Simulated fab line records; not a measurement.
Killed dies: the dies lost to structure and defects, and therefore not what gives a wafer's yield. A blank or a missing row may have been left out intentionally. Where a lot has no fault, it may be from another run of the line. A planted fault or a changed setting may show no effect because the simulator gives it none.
Comparing a struck lot with a sound one ; flow rit-cmos ; 43 steps out of a route of 202
Sound: these wafers, L211.1, L211.3, L211.4. Struck: wafers L207.1, L207.2, L207.4. At the end, the cause is stated.
Each step with rows lists, per side, the tool, then ch with its chambers, then its first start. Under that, the readings that differ: sound wafers ; struck wafers ; difference of the means ; sigmas: that difference in standard deviations of wafers without a fault.
alike: words and numbers the same on both sides, and readings whose means are apart by under 2 such deviations; not compared: readings that were withheld, readings missing a value for some wafer, numbers with overlapping values and no deviation given by the record, and bounds like >300 which may hide the same value.
A row with sigmas, a row that says differs or no value, or rows on one side alone: a step with any of these is where the two part. Numbers that have no deviation but don't overlap get no sigmas and don't part them. A reading that every wafer of one side lacks parts them only if that side has two wafers or more.

RIT_ACTIVE_ETCH_13: etches Si3N4 in SF6, stops on SiO2, time 210 s, target depth 210 nm.
  sound on rie-diel-04 ch 0,1,3, day 4 14:45; struck on rie-diel-04 ch 0,2,3, day 3 17:49
  alike: drypump-motor-current-A, oes-product-au, throttle-valve-pct
  not compared: rf-hours-counter-h
RIT_ACTIVE_STRIP_14: strips in O2, time 180 s.
  sound on plasma-asher-04 ch 0,1, day 4 14:53; struck on plasma-asher-04 ch 0,1, day 3 17:57
  alike: drypump-motor-current-A
  not compared: rf-hours-counter-h
RIT_ACTIVE_CD_MEAS_90: the cd target is 1400 nm.
  sound: cd-sem-02 at day 4 15:03; struck: cd-sem-02 at day 3 18:08
reading;sound;struck;difference;sigmas
cd-nm (nm);1402.2 1401.2 1401.1;1393.1 1393.9 1394.8;-7.6;-3
then, 4 steps without rows for these wafers: RIT_ACTIVE_CLEAN_15 (cleans in SC1, time 600 s); RIT_ACTIVE_CLEAN_16 (cleans in dHF, time 30 s); RIT_ACTIVE_CLEAN_17 (cleans in SC2, time 600 s); RIT_FOX1_OXIDATION_00 (target thk 350.7 nm, ox time 1130 s).
RIT_FOX1_THK_MEAS_01:
  sound: film-metro-03 at day 4 17:53; struck: film-metro-02 at day 3 21:41
  alike: FOX1_OXIDE_THK
then, 2 steps without rows for these wafers: RIT_FOX1_WET_ETCH_02 (etches SiO2 in BOE, target depth 350 nm, time 390 s); RIT_FOX2_OXIDATION_00 (target thk 350.7 nm, ox time 1130 s).
RIT_FOX2_THK_MEAS_01:
  sound: film-metro-02 at day 4 19:22; struck: film-metro-01 at day 3 23:11
  alike: FOX2_OXIDE_THK
then, 1 step without rows for these wafers: RIT_FOX2_CLEAN_02 (cleans in dHF, time 180 s).
RIT_FOX2_WET_ETCH_03: etches Si3N4 in H3PO4, target depth 195 nm, time 2700 s.
  sound on wet-bench-02 ch 1, day 4 19:29; struck on wet-bench-04 ch 0, day 3 23:18
RIT_FOX2_THK_MEAS_90:
  sound: film-metro-04 at day 4 20:15; struck: film-metro-01 at day 4 00:03
  alike: FIELD_OXIDE_LEFT_1_THK
then, 6 steps without rows for these wafers: RIT_NWELL_HMDS_00 (prime time 60 s); RIT_NWELL_COAT_01 (resist thk 1300 nm); RIT_NWELL_SOFTBAKE_02 (time 60 s); RIT_NWELL_EXPOSE_03 (exposes mask M2, target cd 43900 nm); RIT_NWELL_PEB_04; RIT_NWELL_DEVELOP_05 (develop time 68 s).
RIT_NWELL_OVL_MEAS_06:
  sound: overlay-01 at day 4 21:11; struck: overlay-01 at day 4 00:59
  alike: NWELL_OVL
then, 2 steps without rows for these wafers: RIT_NWELL_HARDBAKE_07 (time 120 s); RIT_NWELL_IMPLANT_08.
RIT_NWELL_STRIP_09: strips in O2, time 180 s.
  sound on plasma-asher-02 ch 0,1, day 4 21:37; struck on plasma-asher-04 ch 0,1, day 4 01:26
  alike: drypump-motor-current-A
  not compared: rf-hours-counter-h
RIT_NWELL_TW_MEAS_10:
  sound: film-metro-03 at day 4 21:48; struck: film-metro-03 at day 4 01:37
  alike: NWELL_TW
then, 6 steps without rows for these wafers: RIT_PWELL_HMDS_00 (prime time 60 s); RIT_PWELL_COAT_01 (resist thk 1300 nm); RIT_PWELL_SOFTBAKE_02 (time 60 s); RIT_PWELL_EXPOSE_03 (exposes mask M3, target cd 43700 nm); RIT_PWELL_PEB_04; RIT_PWELL_DEVELOP_05 (develop time 68 s).
RIT_PWELL_OVL_MEAS_06:
  sound: overlay-02 at day 4 22:44; struck: overlay-01 at day 4 02:33
  alike: PWELL_OVL
then, 2 steps without rows for these wafers: RIT_PWELL_HARDBAKE_07 (time 120 s); RIT_PWELL_IMPLANT_08.
RIT_PWELL_STRIP_09: strips in O2, time 180 s.
  sound on plasma-asher-02 ch 0,1, day 4 23:10; struck on plasma-asher-02 ch 0,1, day 4 02:59
  alike: drypump-motor-current-A
  not compared: rf-hours-counter-h
RIT_PWELL_TW_MEAS_10:
  sound: film-metro-04 at day 4 23:21; struck: film-metro-02 at day 4 03:10
  alike: PWELL_TW
then, 1 step without rows for these wafers: RIT_WELLDRIVE_ANNEAL_00 (time 14700 s).
RIT_WELLDRIVE_RS_MEAS_01: measures by four-point-probe.
  sound: film-metro-02 at day 5 08:14; struck: film-metro-02 at day 4 09:20
reading;sound;struck;difference;sigmas
NWELL_RS (ohm/sq);276.5 276.0 275.3;274.9 274.6 273.8;-1.5;-2
RIT_WELLDRIVE_RS_MEAS_02: measures by four-point-probe.
  sound: film-metro-02 at day 5 08:22; struck: film-metro-02 at day 4 09:28
  alike: PWELL_RS
then, 3 steps without rows for these wafers: RIT_NRETRO_HMDS_00 (prime time 60 s); RIT_NRETRO_COAT_01 (resist thk 1300 nm); RIT_NRETRO_SOFTBAKE_02 (time 60 s).
RIT_M1_PROBE_99:
  sound: prober-01 at day 6 21:32; struck: prober-01 at day 5 18:05
reading;sound;struck;difference;sigmas
killed-at-front-end;11 3 6;49 42 42;+38;+12
killed-dies;11 3 6;50 42 42;+38;+12
killed-on-rim;2 0 2;6 5 4;+4;+3
  alike: killed-at-contacts, killed-open, killed-short

== WHERE THEY PART ==
Earliest at RIT_ACTIVE_CD_MEAS_90; latest, in this record, at RIT_M1_PROBE_99.

WHY: whatever the simulator had introduced
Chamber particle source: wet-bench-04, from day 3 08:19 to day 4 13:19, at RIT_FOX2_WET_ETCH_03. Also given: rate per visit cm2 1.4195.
